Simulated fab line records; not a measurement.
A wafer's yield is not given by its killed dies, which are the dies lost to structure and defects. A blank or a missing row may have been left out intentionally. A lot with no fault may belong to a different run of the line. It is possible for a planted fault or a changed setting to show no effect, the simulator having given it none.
Which tool was responsible? -- flow rit_cmos -- route of 202 steps, sampled at 1 step: 13 lots, 39 wafers

== WHAT THE GAUGES SHOWED, per wafer ==
Not one reading of a measure or inspect step in the record can be checked against a usual standard deviation.

== EACH LOT AND THE TOOL THAT RAN IT (in order: tool; ch and the chambers of the sampled wafers; start) ==
lot,RIT_GATE_ETCH_19
L235,"rie_si-02 ch 0,1,2, day 2 23:25"
L236,"rie_si-01 ch 0,2,3, day 3 02:37"
L237,"rie_si-02 ch 0,2,3, day 3 09:14"
L238,"rie_si-01 ch 0,1, day 3 12:24"
L239,"rie_si-02 ch 1,2,3, day 3 21:16"
L240,"rie_si-01 ch 0,3, day 4 00:11"
L241,"rie_si-02 ch 0,2, day 4 02:30"
L242,"rie_si-01 ch 1,2, day 4 10:12"
L247,"rie_si-02 ch 0,2, day 5 06:31"
L248,"rie_si-01 ch 0,1,3, day 5 10:05"
L253,"rie_si-02 ch 0,2,3, day 6 11:44"
L255,"rie_si-02 ch 2,3, day 6 21:28"
L257,"rie_si-02 ch 0,2,3, day 7 09:09"
- RIT_GATE_ETCH_19: etches poly-Si in SF6/CHF3/O2, stops on SiO2, time 165 s, target depth 312.5 nm.

== AS READ BY THE TOOLS THEMSELVES (means over the sampled wafers that have a number; for cases with no such wafer, the mark the record gives instead) ==
RIT_GATE_ETCH_19.
lot,tool,SF6_flow_sccm (sccm),drypump_motor_current_A (A),oes_product_au (a.u.),throttle_valve_pct (%)
L235,rie_si-02,29.91,5.7,0.841,10.16
L236,rie_si-01,30.06,5.8,0.841,10.25
L237,rie_si-02,30.07,5.6,0.845,10.31
L238,rie_si-01,30.03,5.6,0.846,10.28
L239,rie_si-02,29.99,5.2,0.838,10.31
L240,rie_si-01,30.08,5.5,0.831,10.34
L241,rie_si-02,30.06,6.1,0.843,10.16
L242,rie_si-01,30.04,5.1,0.851,10.20
L247,rie_si-02,30.10,6.1,0.841,10.16
L248,rie_si-01,29.96,5.3,0.887,10.31
L253,rie_si-02,30.02,5.6,0.847,10.30
L255,rie_si-02,29.96,5.2,0.843,10.46
L257,rie_si-02,30.03,5.6,0.845,10.30

== THE ANSWER, worked out from the rows above alone ==
Rule: the usual values come from the lots themselves. Put in order of their means at a reading, lots are off if they are a third of the lots or fewer, leave a main group of 4 or more, and stand apart from it by a gap of 3 or more times the standard deviation of the main group's means; of several such gaps the widest counts. Not used: any main group whose means are identical at the precision the tables above print for the reading. A lot without any number at a reading at which 4 lots or more have one is off too. Where the step has rows for the other lots, those lots are counted as sound. The gauges are gone through in route order, then the tools' own readings, and for those a lot's mean is taken as printed above. The first step at which some lot is off is used, and at that step the reading that is off furthest; a lot without a number counts as furthest.
Off, at RIT_GATE_ETCH_19 on oes_product_au: L248. The main group: mean 0.843 a.u., standard deviation 0.0048.
A tool fits if, at that step or a process step before it, it ran every lot that is off, and no sound lot after the first of them. One fits: RIT_GATE_ETCH_19 on rie_si-01. A fault onset in the window from L242 (day 4 10:12, its last sound lot) to L248 (day 5 10:05, its first lot off) fits.
The tool's own readings at RIT_GATE_ETCH_19 bear it out: on the lots that are off they differ by more than 5 times the standard deviation of the sound lots' means. oes_product_au reads 0.887 a.u. there against 0.843 a.u. on the sound lots.

== WHAT THE SIMULATOR PUT IN ==
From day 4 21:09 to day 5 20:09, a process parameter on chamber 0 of rie_si-01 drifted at RIT_GATE_ETCH_19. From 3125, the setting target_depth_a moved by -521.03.
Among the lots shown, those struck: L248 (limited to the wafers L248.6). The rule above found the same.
